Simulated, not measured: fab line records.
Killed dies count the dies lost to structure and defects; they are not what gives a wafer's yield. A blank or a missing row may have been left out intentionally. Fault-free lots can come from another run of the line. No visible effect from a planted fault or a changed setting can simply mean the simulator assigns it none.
fab line records	flow rit_cmos
record lots=7	wafers=21	last_day=7
route steps=202 shown REOX@99 NLDD@103 PLDD@114 SPACER@125 NSD@131 M1@202
lots that met no fault: taken from a fault-free run of the same line
start_h: hours from the record's opening day to when the first of the lot's shown wafers began	wait_h: how many hours have passed since the lot's step before this one	" unchanged from the row above	L1.1+2: a row that stands for several wafers	- no value present, or no start provided	* or withheld: withheld	< > ~ a bound
route shown NAME@n: NAME is a module with steps in the file, n the number in the route of the first one	usual: mean and standard deviation over wafers with no fault	same: alike in all rows	chamber/n: place in a boat	sites: the reading at each site	_std_site: the standard deviation of these	_edge_site: inner sites' mean taken away from outer sites' mean	radius_mm: for every site, how far away it sits from the centre of the wafer	mask NAME#n: copy n	behind: the most recent tool/chamber to have shaped the wafer	hold: why the lot went on hold/how many hours it stayed there/how the hold came to an end	device: names the non-switching transistor (n, p or np)	end of line: tests of these same wafers at the route's end	for a step that has no rows: nothing shown but its recipe	killed: the dies lost at the first sort to structure and to defects; this is not the yield of the wafer	map: per-die view of a wafer (x killed, . not killed, _ where there is no die)
set.NAME: the setting that was run; set.NAME@STEP: the one run at that earlier step	model.NAME: the simulator's own value behind a step, which no gauge read
lots seen at some steps along the route; tables by step, rows by wafer
services: the hour from which a tool's chamber was out of use, counted from the record's first day as start_h (under 0 if before that day), plus the number of hours and why
## steps
# step RIT_REOX_CLEAN_01
# recipe chemistry=dHF	dilution=50:1	time_s=30
# step RIT_REOX_CLEAN_02
# recipe chemistry=SC2	mix=3:3:50	time_s=600	temp_c=75	dry=n2_spin
# step RIT_REOX_OXIDATION_03
# recipe temp_c=900	ambient=O2	target_thk_a=252	ox_time_s=5580
# step RIT_REOX_THK_MEAS_04
# recipe reads=SiO2_of_REOX_OXIDATION_03
# usual REOX_OXIDE_THK=24.8/0.59
lot.wafer	tool	chamber	start_h	wait_h	REOX_OXIDE_THK[nm]
L153.2	film_metro-01	-	62.20	0.0	24.9
L153.3	"	-	"	"	25.1
L153.4	"	-	"	"	24.8
L158.2	film_metro-02	-	86.89	0.0	24.9
L158.5	"	-	"	"	24.8
L158.6	"	-	"	"	24.4
L164.1	film_metro-02	-	110.34	0.0	24.7
L164.3	"	-	"	"	25.2
L164.6	"	-	"	"	24.9
L165.1	film_metro-01	-	113.33	0.0	25.3
L165.2	"	-	"	"	26.0
L165.6	"	-	"	"	26.0
L166.2	film_metro-02	-	119.90	0.0	25.0
L166.3	"	-	"	"	25.2
L166.4	"	-	"	"	24.8
L170.2	film_metro-02	-	140.11	0.0	24.8
L170.3	"	-	"	"	24.7
L170.5	"	-	"	"	24.8
L173.1	film_metro-03	-	159.60	0.0	25.1
L173.2	"	-	"	"	24.8
L173.6	"	-	"	"	24.8
# step RIT_NLDD_HMDS_00
# recipe prime_time_s=60	prime_temp_c=140
# step RIT_NLDD_COAT_01
# recipe resist=NOVOLAK	spin_rpm=3250	resist_thk_nm=1000
# step RIT_NLDD_SOFTBAKE_02
# recipe resist=NOVOLAK	temp_c=90	time_s=60
# step RIT_NLDD_EXPOSE_03
# recipe mask_id=M7	na=0.57	target_cd_nm=40700	dose_mj=250
# step RIT_NLDD_PEB_04
# recipe resist=NOVOLAK	temp_c=withheld	time_s=withheld
# step RIT_NLDD_DEVELOP_05
# recipe resist=NOVOLAK	develop_time_s=50	dev_temp_c=23
# step RIT_NLDD_OVL_MEAS_06
# usual NLDD_OVL=0.0/1.3
lot.wafer	tool	chamber	start_h	wait_h	NLDD_OVL[nm]
L153.2	overlay-01	-	63.10	-	-3.0
L153.3	"	-	"	"	-2.1
L153.4	"	-	"	"	-1.2
L158.2	overlay-01	-	87.92	-	0.5
L158.5	"	-	"	"	-0.3
L158.6	"	-	"	"	0.5
L164.1	overlay-01	-	111.48	-	-1.2
L164.3	"	-	"	"	-1.9
L164.6	"	-	"	"	0.1
L165.1	overlay-02	-	114.37	-	2.5
L165.2	"	-	"	"	0.2
L165.6	"	-	"	"	2.1
L166.2	overlay-02	-	121.09	-	-1.0
L166.3	"	-	"	"	0.4
L166.4	"	-	"	"	-0.1
L170.2	overlay-01	-	141.01	-	-1.4
L170.3	"	-	"	"	-1.2
L170.5	"	-	"	"	-1.6
L173.1	overlay-01	-	160.53	-	-0.8
L173.2	"	-	"	"	0.4
L173.6	"	-	"	"	0.9
# step RIT_NLDD_HARDBAKE_07
# recipe resist=NOVOLAK	temp_c=140	time_s=60
# step RIT_NLDD_IMPLANT_08
# recipe species=P	energy_kev=20	dose_cm2=5e+14	tilt_deg=7
# usual tilt_deg=7.001/0.021
lot.wafer	tool	chamber	start_h	wait_h	tilt_deg
L153.2	implanter-04	0	63.31	0.1	6.998
L153.3	"	0	"	"	7.004
L153.4	"	0	"	"	7.002
L158.2	implanter-01	0	88.21	0.1	7.014
L158.5	"	0	"	"	7.004
L158.6	"	0	"	"	7.011
L164.1	implanter-01	0	111.67	0.1	0.006
L164.3	"	0	"	"	-0.009
L164.6	"	0	"	"	0.007
L165.1	implanter-01	0	114.55	0.1	0.038
L165.2	"	0	"	"	0.017
L165.6	"	0	"	"	-0.013
L166.2	implanter-01	0	121.34	0.1	-0.008
L166.3	"	0	"	"	-0.011
L166.4	"	0	"	"	0.006
L170.2	implanter-04	0	141.22	0.1	7.032
L170.3	"	0	"	"	7.036
L170.5	"	0	"	"	7.004
L173.1	implanter-02	0	160.71	0.1	6.998
L173.2	"	0	"	"	6.985
L173.6	"	0	"	"	6.996
# step RIT_NLDD_STRIP_09
# recipe chemistry=O2	time_s=180	resist=NOVOLAK	platen_temp_c=withheld	power_w=500	pressure_mtorr=3855	o2_flow_sccm=4000
# usual drypump_motor_current_A=5.8/0.34
lot.wafer	tool	chamber	start_h	wait_h	drypump_motor_current_A	rf_hours_counter_h
L153.2	plasma_asher-03	0	63.43	0.1	5.5	28
L153.3	"	1	"	"	5.5	-
L153.4	"	0	"	"	5.5	-
L158.2	plasma_asher-02	1	88.34	0.1	6.6	44
L158.5	"	1	"	"	6.6	-
L158.6	"	0	"	"	5.7	-
L164.1	plasma_asher-02	0	111.82	0.1	5.7	47
L164.3	"	1	"	"	6.5	-
L164.6	"	1	"	"	6.6	-
L165.1	plasma_asher-03	0	114.70	0.1	5.5	34
L165.2	"	1	"	"	5.5	34
L165.6	"	0	"	"	5.5	-
L166.2	plasma_asher-02	1	121.46	0.1	6.5	49
L166.3	"	1	"	"	6.5	-
L166.4	"	0	"	"	5.7	-
L170.2	plasma_asher-02	1	141.34	0.1	6.6	51
L170.3	"	1	"	"	6.5	-
L170.5	"	0	"	"	5.7	-
L173.1	plasma_asher-04	1	160.86	0.1	5.8	54
L173.2	"	0	"	"	6.0	54
L173.6	"	1	"	"	5.8	-
# step RIT_NLDD_TW_MEAS_10
# usual NLDD_TW=2497/17
lot.wafer	tool	chamber	start_h	wait_h	NLDD_TW
L153.2	film_metro-04	-	63.62	0.1	2498
L153.3	"	-	"	"	2501
L153.4	"	-	"	"	2489
L158.2	film_metro-03	-	88.52	0.1	2514
L158.5	"	-	"	"	2486
L158.6	"	-	"	"	2497
L164.1	film_metro-03	-	111.99	0.1	2246
L164.3	"	-	"	"	2247
L164.6	"	-	"	"	2253
L165.1	film_metro-03	-	114.88	0.1	2260
L165.2	"	-	"	"	2245
L165.6	"	-	"	"	2249
L166.2	film_metro-03	-	121.65	0.1	2269
L166.3	"	-	"	"	2268
L166.4	"	-	"	"	2262
L170.2	film_metro-03	-	141.53	0.1	2496
L170.3	"	-	"	"	2478
L170.5	"	-	"	"	2493
L173.1	film_metro-01	-	161.04	0.1	2533
L173.2	"	-	"	"	2521
L173.6	"	-	"	"	2514
# step RIT_PLDD_HMDS_00
# recipe prime_time_s=60	prime_temp_c=140
# step RIT_PLDD_COAT_01
# recipe resist=NOVOLAK	spin_rpm=3250	resist_thk_nm=1000
# step RIT_PLDD_SOFTBAKE_02
# recipe resist=NOVOLAK	temp_c=90	time_s=60
# step RIT_PLDD_EXPOSE_03
# recipe mask_id=M8	na=0.57	target_cd_nm=40900	dose_mj=250
# step RIT_PLDD_PEB_04
# recipe resist=NOVOLAK	temp_c=withheld	time_s=withheld
# step RIT_PLDD_DEVELOP_05
# recipe resist=NOVOLAK	develop_time_s=50	dev_temp_c=23
# step RIT_PLDD_OVL_MEAS_06
# usual PLDD_OVL=-0.2/1.6
lot.wafer	tool	chamber	start_h	wait_h	PLDD_OVL[nm]
L153.2	overlay-01	-	64.65	-	-1.6
L153.3	"	-	"	"	-2.0
L153.4	"	-	"	"	-0.8
L158.2	overlay-01	-	89.43	-	0.7
L158.5	"	-	"	"	1.4
L158.6	"	-	"	"	0.9
L164.1	overlay-02	-	112.90	-	-1.0
L164.3	"	-	"	"	-1.7
L164.6	"	-	"	"	-0.7
L165.1	overlay-01	-	115.79	-	0.8
L165.2	"	-	"	"	2.8
L165.6	"	-	"	"	2.8
L166.2	overlay-01	-	122.55	-	1.1
L166.3	"	-	"	"	-1.6
L166.4	"	-	"	"	0.1
L170.2	overlay-01	-	142.63	-	-0.9
L170.3	"	-	"	"	-2.7
L170.5	"	-	"	"	-2.4
L173.1	overlay-01	-	161.95	-	-1.3
L173.2	"	-	"	"	0.2
L173.6	"	-	"	"	0.2
# step RIT_PLDD_HARDBAKE_07
# recipe resist=NOVOLAK	temp_c=140	time_s=60
# step RIT_PLDD_IMPLANT_08
# recipe species=BF2	energy_kev=20	dose_cm2=9.109e+14	tilt_deg=7
# step RIT_PLDD_STRIP_09
# recipe chemistry=O2	time_s=180	resist=NOVOLAK	platen_temp_c=withheld	power_w=500	pressure_mtorr=4000	o2_flow_sccm=4000
# usual drypump_motor_current_A=6.0/0.37
lot.wafer	tool	chamber	start_h	wait_h	drypump_motor_current_A	rf_hours_counter_h
L153.2	plasma_asher-04	0	64.98	0.1	6.0	43
L153.3	"	0	"	"	6.0	-
L153.4	"	1	"	"	5.8	-
L158.2	plasma_asher-02	1	89.76	0.1	6.5	44
L158.5	"	1	"	"	6.6	-
L158.6	"	0	"	"	5.6	-
L164.1	plasma_asher-02	1	113.24	0.1	6.5	48
L164.3	"	0	"	"	5.7	-
L164.6	"	1	"	"	6.5	-
L165.1	plasma_asher-04	0	116.13	0.1	6.0	49
L165.2	"	1	"	"	5.8	49
L165.6	"	1	"	"	5.8	-
L166.2	plasma_asher-02	1	122.88	0.1	6.5	49
L166.3	"	1	"	"	6.5	-
L166.4	"	0	"	"	5.7	-
L170.2	plasma_asher-02	0	143.11	0.1	5.7	51
L170.3	"	1	"	"	6.6	-
L170.5	"	0	"	"	5.7	-
L173.1	plasma_asher-04	1	162.28	0.1	5.8	54
L173.2	"	0	"	"	6.0	54
L173.6	"	0	"	"	6.0	-
# step RIT_PLDD_TW_MEAS_10
# usual PLDD_TW=2359/15
lot.wafer	tool	chamber	start_h	wait_h	PLDD_TW
L153.2	film_metro-04	-	65.16	0.1	2357
L153.3	"	-	"	"	2343
L153.4	"	-	"	"	2345
L158.2	film_metro-04	-	89.94	0.1	2356
L158.5	"	-	"	"	2357
L158.6	"	-	"	"	2347
L164.1	film_metro-04	-	113.41	0.1	2336
L164.3	"	-	"	"	2340
L164.6	"	-	"	"	2333
L165.1	film_metro-01	-	116.30	0.1	2373
L165.2	"	-	"	"	2379
L165.6	"	-	"	"	2361
L166.2	film_metro-03	-	123.07	0.1	2363
L166.3	"	-	"	"	2344
L166.4	"	-	"	"	2355
L170.2	film_metro-03	-	143.30	0.1	2367
L170.3	"	-	"	"	2364
L170.5	"	-	"	"	2363
L173.1	film_metro-04	-	162.46	0.1	2348
L173.2	"	-	"	"	2349
L173.6	"	-	"	"	2342
# step RIT_SPACER_CLEAN_00
# recipe chemistry=SC1	mix=3:3:50	time_s=600	temp_c=75
# step RIT_SPACER_CLEAN_01
# recipe chemistry=dHF	dilution=50:1	time_s=30
# step RIT_SPACER_CLEAN_02
# recipe chemistry=SC2	mix=3:3:50	time_s=600	temp_c=75	dry=n2_spin
# step RIT_SPACER_CVD_03
# recipe material=Si3N4	target_thk_nm=250	temp_c=810	precursor=SiH2Cl2/NH3	time_s=3300	pressure_mtorr=300	sih2cl2_flow_sccm=60	nh3_flow_sccm=150
# step RIT_SPACER_THK_MEAS_04
# recipe reads=Si3N4_of_SPACER_CVD_03
# usual SPACER_NITRIDE_THK=250.1/2.7
lot.wafer	tool	chamber	start_h	wait_h	SPACER_NITRIDE_THK[nm]
L153.2	film_metro-03	-	67.55	0.0	251.6
L153.3	"	-	"	"	253.9
L153.4	"	-	"	"	251.1
L158.2	film_metro-03	-	93.24	0.0	248.2
L158.5	"	-	"	"	247.8
L158.6	"	-	"	"	251.7
L164.1	film_metro-02	-	116.76	0.0	250.5
L164.3	"	-	"	"	251.8
L164.6	"	-	"	"	249.4
L165.1	film_metro-02	-	118.65	0.0	249.7
L165.2	"	-	"	"	248.6
L165.6	"	-	"	"	249.1
L166.2	film_metro-02	-	125.44	0.0	252.1
L166.3	"	-	"	"	251.1
L166.4	"	-	"	"	252.2
L170.2	film_metro-04	-	145.66	0.0	248.6
L170.3	"	-	"	"	247.9
L170.5	"	-	"	"	249.0
L173.1	film_metro-03	-	165.01	0.0	250.6
L173.2	"	-	"	"	249.5
L173.6	"	-	"	"	250.3
# step RIT_SPACER_ETCHBACK_05
# recipe target_depth_a=2500	SF6_flow_sccm=30	CHF3_flow_sccm=30	target=Si3N4	chemistry=SF6/CHF3	pressure_mtorr=40	rf_w=250	time_s=240	stop_on=SiO2
# usual drypump_motor_current_A=5.6/0.52	oes_product_au=0.847/0.01	throttle_valve_pct=10.28/0.1
lot.wafer	tool	chamber	start_h	wait_h	drypump_motor_current_A	oes_product_au	rf_hours_counter_h	throttle_valve_pct
L153.2	rie_diel-01	2	67.60	0.0	5.5	0.838	0	10.24
L153.3	"	1	"	"	5.9	0.857	138	10.42
L153.4	"	3	"	"	4.9	0.853	159	10.24
L158.2	rie_diel-01	3	93.29	0.0	4.9	0.850	160	10.27
L158.5	"	3	"	"	4.9	0.853	-	10.27
L158.6	"	0	"	"	4.7	0.866	-	10.38
L164.1	rie_diel-01	2	116.82	0.1	5.5	0.840	1	10.25
L164.3	"	1	"	"	5.8	0.857	139	10.43
L164.6	"	0	"	"	4.7	0.846	-	10.37
L165.1	rie_diel-02	0	118.71	0.1	6.1	0.848	20	10.28
L165.2	"	1	"	"	5.8	0.846	161	10.22
L165.6	"	3	"	"	6.1	0.850	-	10.19
L166.2	rie_diel-04	1	125.49	0.0	5.9	0.850	4	10.30
L166.3	"	3	"	"	6.1	0.845	15	10.18
L166.4	"	2	"	"	5.2	0.841	96	10.04
L170.2	rie_diel-02	3	145.71	0.0	6.1	0.852	2	10.18
L170.3	"	0	"	"	6.1	0.841	20	10.27
L170.5	"	3	"	"	6.1	0.859	-	10.17
L173.1	rie_diel-01	1	165.07	0.1	5.9	0.843	140	10.42
L173.2	"	0	"	"	4.7	0.855	67	10.37
L173.6	"	0	"	"	4.7	0.854	-	10.39
# step RIT_NSD_HMDS_00
# recipe prime_time_s=60	prime_temp_c=140
# step RIT_NSD_COAT_01
# recipe resist=NOVOLAK	spin_rpm=3250	resist_thk_nm=1000
# step RIT_NSD_SOFTBAKE_02
# recipe resist=NOVOLAK	temp_c=90	time_s=60
# step RIT_NSD_EXPOSE_03
# recipe mask_id=M9	na=0.57	target_cd_nm=40700	dose_mj=250
# step RIT_NSD_PEB_04
# recipe resist=NOVOLAK	temp_c=withheld	time_s=withheld
# step RIT_NSD_DEVELOP_05
# recipe resist=NOVOLAK	develop_time_s=50	dev_temp_c=23
# step RIT_NSD_OVL_MEAS_06
# usual NSD_OVL=0.0/1.3
lot.wafer	tool	chamber	start_h	wait_h	NSD_OVL[nm]
L153.2	overlay-01	-	68.73	-	-0.9
L153.3	"	-	"	"	-1.8
L153.4	"	-	"	"	-1.0
L158.2	overlay-01	-	94.42	-	0.7
L158.5	"	-	"	"	-1.4
L158.6	"	-	"	"	1.6
L164.1	overlay-01	-	117.95	-	0.6
L164.3	"	-	"	"	0.4
L164.6	"	-	"	"	-0.4
L165.1	overlay-02	-	119.92	-	-1.9
L165.2	"	-	"	"	-0.1
L165.6	"	-	"	"	-0.5
L166.2	overlay-02	-	126.50	-	0.6
L166.3	"	-	"	"	0.9
L166.4	"	-	"	"	0.3
L170.2	overlay-01	-	152.69	-	0.6
L170.3	"	-	"	"	0.2
L170.5	"	-	"	"	-0.5
L173.1	overlay-01	-	166.18	-	2.6
L173.2	"	-	"	"	0.4
L173.6	"	-	"	"	1.8
# step RIT_NSD_HARDBAKE_07
# recipe resist=NOVOLAK	temp_c=140	time_s=60
# step RIT_NSD_IMPLANT_08
# recipe species=P	energy_kev=25	dose_cm2=9.904e+14	tilt_deg=7
# step RIT_NSD_STRIP_09
# recipe chemistry=O2	time_s=180	resist=NOVOLAK	platen_temp_c=withheld	power_w=500	pressure_mtorr=4000	o2_flow_sccm=4000
# usual drypump_motor_current_A=5.8/0.44
lot.wafer	tool	chamber	start_h	wait_h	drypump_motor_current_A	rf_hours_counter_h
L153.2	plasma_asher-03	1	69.06	0.1	5.5	29
L153.3	"	1	"	"	5.4	-
L153.4	"	0	"	"	5.6	-
L158.2	plasma_asher-01	1	94.75	0.1	6.4	41
L158.5	"	1	"	"	6.4	-
L158.6	"	0	"	"	5.4	-
L164.1	plasma_asher-03	0	118.28	0.1	5.5	34
L164.3	"	1	"	"	5.5	-
L164.6	"	0	"	"	5.6	-
L165.1	plasma_asher-03	0	120.26	0.1	5.5	35
L165.2	"	1	"	"	5.4	35
L165.6	"	1	"	"	5.5	-
L166.2	plasma_asher-03	1	126.83	0.1	5.4	36
L166.3	"	1	"	"	5.4	-
L166.4	"	0	"	"	5.5	-
L170.2	plasma_asher-03	0	153.02	0.1	5.5	38
L170.3	"	1	"	"	5.4	-
L170.5	"	1	"	"	5.5	-
L173.1	plasma_asher-01	0	166.52	0.1	5.5	5
L173.2	"	1	"	"	6.4	5
L173.6	"	0	"	"	5.4	-
# step RIT_SDANNEAL_RS_MEAS_07
# recipe thk_meas_gauge=four-point-probe
# usual NLDD_RS=151.6/0.58
lot.wafer	tool	chamber	start_h	wait_h	NLDD_RS[ohm/sq]
L153.2	film_metro-04	-	71.68	0.1	151.0
L153.3	"	-	"	"	150.8
L153.4	"	-	"	"	151.3
L158.2	film_metro-03	-	97.23	0.1	152.3
L158.5	"	-	"	"	153.2
L158.6	"	-	"	"	152.3
L164.1	film_metro-01	-	120.87	0.1	143.0
L164.3	"	-	"	"	143.8
L164.6	"	-	"	"	142.9
L165.1	film_metro-01	-	122.70	0.1	143.2
L165.2	"	-	"	"	143.0
L165.6	"	-	"	"	142.6
L166.2	film_metro-01	-	129.44	0.1	142.3
L166.3	"	-	"	"	142.1
L166.4	"	-	"	"	142.1
L170.2	film_metro-01	-	155.71	0.1	151.1
L170.3	"	-	"	"	151.4
L170.5	"	-	"	"	151.7
L173.1	film_metro-03	-	169.37	0.1	151.5
L173.2	"	-	"	"	151.4
L173.6	"	-	"	"	151.1
# step RIT_M1_PROBE_99
# usual killed_at_M0_to_M3=0.0/0.12	killed_at_contacts=0.0/0.2	killed_at_front_end=6.8/3	killed_dies=6.9/3	killed_open=3.3/1.9	killed_short=3.6/1.9
# same gross_dies=264	killed_at_M4_up=0	killed_at_back_side=0	killed_at_other=0
lot.wafer	tool	chamber	start_h	wait_h	killed_at_M0_to_M3	killed_at_contacts	killed_at_front_end	killed_dies	killed_open	killed_short
L158.2	prober-02	-	105.58	0.1	0	0	13	13	7	6
L158.5	prober-02	-	105.73	0.2	0	0	10	10	4	6
L158.6	prober-02	-	105.78	0.2	0	0	8	8	4	4
L164.1	prober-01	-	128.27	0.1	0	0	8	8	1	7
L164.3	prober-01	-	128.37	0.2	0	0	4	4	2	2
L164.6	prober-01	-	128.52	0.2	0	1	10	11	4	7
L165.1	prober-02	-	129.77	0.1	0	0	8	8	6	2
L165.2	prober-02	-	129.82	0.1	1	0	4	5	2	3
L165.6	prober-02	-	130.02	0.2	0	0	6	6	3	3
L166.2	prober-01	-	136.48	0.1	0	0	3	3	1	2
L166.3	prober-01	-	136.53	0.2	0	0	9	9	2	7
L166.4	prober-01	-	136.58	0.2	0	0	5	5	1	4
L170.2	prober-01	-	163.14	0.1	0	0	7	7	3	4
L170.3	prober-01	-	163.19	0.2	0	0	3	3	2	1
L170.5	prober-01	-	163.29	0.2	0	0	7	7	2	5
# killed by level:class
L158.2 SILICIDE:geometric_particle:short=4 SILICIDE:geometric_particle:open=3 GATE:geometric_particle:open=2 GATE:geometric_particle:short=2 FOX2:geometric_particle:open=1 REOX:geometric_particle:open=1
L158.5 SILICIDE:geometric_particle:short=3 REOX:geometric_particle:short=2 SILICIDE:geometric_particle:open=2 FOX2:geometric_particle:open=1 REOX:geometric_particle:open=1 SPACER:geometric_particle:short=1
L158.6 FOX1:geometric_particle:short=2 FOX1:geometric_particle:open=2 GATE:geometric_particle:open=1 REOX:geometric_particle:short=1 SILICIDE:geometric_particle:open=1 SILICIDE:geometric_particle:short=1
L164.1 REOX:geometric_particle:short=3 GATE:geometric_particle:short=2 FOX1:geometric_particle:open=1 FOX2:geometric_particle:short=1 SPACER:geometric_particle:short=1
L164.3 GATE:geometric_particle:open=2 GATE:geometric_particle:short=1 REOX:geometric_particle:short=1
L164.6 FOX2:geometric_particle:short=3 FOX2:geometric_particle:open=2 GATE:geometric_particle:short=2 GATE:geometric_particle:open=1 REOX:geometric_particle:short=1 SILICIDE:geometric_particle:short=1 CONTACT:geometric_particle:open=1
L165.1 GATE:geometric_particle:open=4 FOX2:geometric_particle:short=1 REOX:geometric_particle:open=1 SPACER:geometric_particle:short=1 SILICIDE:geometric_particle:open=1
L165.2 FOX1:geometric_particle:open=1 FOX2:geometric_particle:short=1 GATE:geometric_particle:short=1 SPACER:geometric_particle:open=1 M1:geometric_particle:short=1
L165.6 FOX1:geometric_particle:open=1 FOX2:geometric_particle:short=1 GATE:geometric_particle:open=1 GATE:geometric_particle:short=1 REOX:geometric_particle:open=1 SPACER:geometric_particle:short=1
L166.2 FOX1:geometric_particle:short=1 REOX:geometric_particle:short=1 REOX:geometric_particle:open=1
L166.3 FOX2:geometric_particle:short=4 GATE:geometric_particle:short=3 GATE:geometric_particle:open=2
L166.4 FOX1:geometric_particle:short=1 FOX2:geometric_particle:short=1 GATE:geometric_particle:open=1 REOX:geometric_particle:short=1 SPACER:geometric_particle:short=1
L170.2 GATE:geometric_particle:short=4 FOX1:geometric_particle:open=1 GATE:geometric_particle:open=1 REOX:geometric_particle:open=1
L170.3 FOX1:geometric_particle:short=1 REOX:geometric_particle:open=1 SPACER:geometric_particle:open=1
L170.5 FOX1:geometric_particle:open=1 FOX1:geometric_particle:short=1 FOX2:geometric_particle:short=1 GATE:geometric_particle:short=1 GATE:geometric_particle:open=1 SPACER:geometric_particle:short=1 SILICIDE:geometric_particle:short=1
## services
tool	chamber	start_h	hours	kind
rie_diel-02	3	42.77	4.6	repair
plasma_asher-04	-	46.25	2.0	repair
rie_diel-02	3	52.75	-	clean
rie_diel-02	3	52.75	-	consumable_replace:esc
rie_diel-02	3	52.75	23.4	scheduled_down
rie_diel-02	3	52.75	23.4	vent_cycle
rie_diel-02	-	64.26	4.1	repair
rie_diel-02	0	68.20	5.4	repair
rie_diel-01	3	105.95	-	clean
rie_diel-01	3	105.95	18.8	scheduled_down
rie_diel-01	3	105.95	18.8	vent_cycle
implanter-02	-	107.07	6.0	repair
plasma_asher-01	-	108.75	9.0	pm
plasma_asher-01	0	108.75	9.0	vent_cycle
plasma_asher-01	1	108.75	9.0	vent_cycle
rie_diel-02	1	119.49	15.3	repair
rie_diel-01	2	137.42	13.6	repair
plasma_asher-02	-	142.05	0.5	repair
implanter-04	-	144.61	3.6	repair
implanter-02	-	145.78	10.3	pm
plasma_asher-01	-	145.83	2.8	pm
rie_diel-01	0	147.65	1.4	repair
rie_diel-02	-	153.71	14.6	pm
implanter-04	-	159.60	2.5	repair
## key
first_sign step=RIT_NLDD_IMPLANT_08	reading=tilt_deg	direction=down	sigmas=99+	usual=7.001	struck=0.004
effect step=RIT_NLDD_TW_MEAS_10	reading=NLDD_TW	direction=down	sigmas=14	usual=2497	struck=2256
effect step=RIT_SDANNEAL_RS_MEAS_07	reading=NLDD_RS	direction=down	sigmas=15	usual=151.6	struck=142.8
met_at RIT_NLDD_IMPLANT_08
struck_wafers L164.1,L164.3,L164.6,L165.1,L165.2,L165.6,L166.2,L166.3,L166.4
tester_left_out L164,L165,L166
onset_between 88.21 111.67
fault kind=process_parameter_drift	tool=implanter-01	chamber=-	onset_h=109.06	steps=RIT_NLDD_IMPLANT_08	channel=tilt_deg	offset=-7	shape=step	end_h=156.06	acts_in=these_recipes_only	stated=7
# tester_left_out: of these lots the tester's yield and bins aren't shown, on N5 and GAA mostly nor the transistor test; their killed dies are dies lost to structure and defects alone, not to doping, threshold or leakage, so they don't give the yield
